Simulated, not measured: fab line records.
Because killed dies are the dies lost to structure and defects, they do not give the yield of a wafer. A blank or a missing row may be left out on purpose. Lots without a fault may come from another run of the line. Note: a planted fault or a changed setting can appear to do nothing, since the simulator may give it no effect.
Which of the tools did it?	flow berkeley cmos170	21 wafers from 7 lots sampled at 2 of the route's 331 steps

WHAT THE GAUGES READ, wafer by wafer
UCB170_ACTIVE_CD_MEAS_13 targets a cd of 1200 nm.
lot	measured	on	cd nm (nm)
L448	day 5 05:04	cd sem-01	1200.7 1199.9 1199.7
L450	day 5 18:37	cd sem-01	1200.4 1199.8 1199.0
L454	day 6 05:27	cd sem-01	1199.4 1199.0 1199.6
L459	day 7 02:13	cd sem-02	1144.6 1143.3 1144.5
L467	day 9 01:17	cd sem-01	1201.4 1200.7 1201.5
L468	day 9 23:55	cd sem-01	1199.4 1198.4 1200.3
L470	day 10 11:05	cd sem-02	1199.5 1201.6 1198.7

EACH LOT AND THE TOOL THAT RAN IT (in order: tool; ch and the chambers of the sampled wafers; start)
lot	UCB170_ACTIVE_PEB_11
L448	litho track-01 ch 0, day 5 04:47
L450	litho track-01 ch 0, day 5 18:16
L454	litho track-01 ch 0, day 6 05:10
L459	litho track-01 ch 0, day 7 01:56
L467	litho track-03 ch 0, day 9 01:00
L468	litho track-04 ch 0, day 9 23:39
L470	litho track-01 ch 0, day 10 10:49
- UCB170_ACTIVE_PEB_11

THE ANSWER, worked out from the rows above alone
Rule: the lots themselves supply what counts as usual. Put in order of their means at a reading, lots are off if they are a third of the lots or fewer, leave a main group of 4 or more, and stand apart from it by a gap of 3 or more times the standard deviation of the main group's means; of several such gaps the widest counts. The tables above print the reading to a certain number of digits; a main group whose means all agree to those digits is not used. A lot without any number at a reading at which 4 lots or more have one is off too. Where the step has rows for the other lots, those lots are counted as sound.
Off: L459, at UCB170_ACTIVE_CD_MEAS_13 (cd nm). The main group has a mean of 1199.9 nm with a standard deviation of 0.63.
A tool fits if, at a process step before that reading, it ran every lot that is off, and no sound lot after the first of them. Gauges at UCB170_ACTIVE_CD_MEAS_13: tried the same way as those tools. Of those tried, none fits.

WHAT THE SIMULATOR HAD INSERTED
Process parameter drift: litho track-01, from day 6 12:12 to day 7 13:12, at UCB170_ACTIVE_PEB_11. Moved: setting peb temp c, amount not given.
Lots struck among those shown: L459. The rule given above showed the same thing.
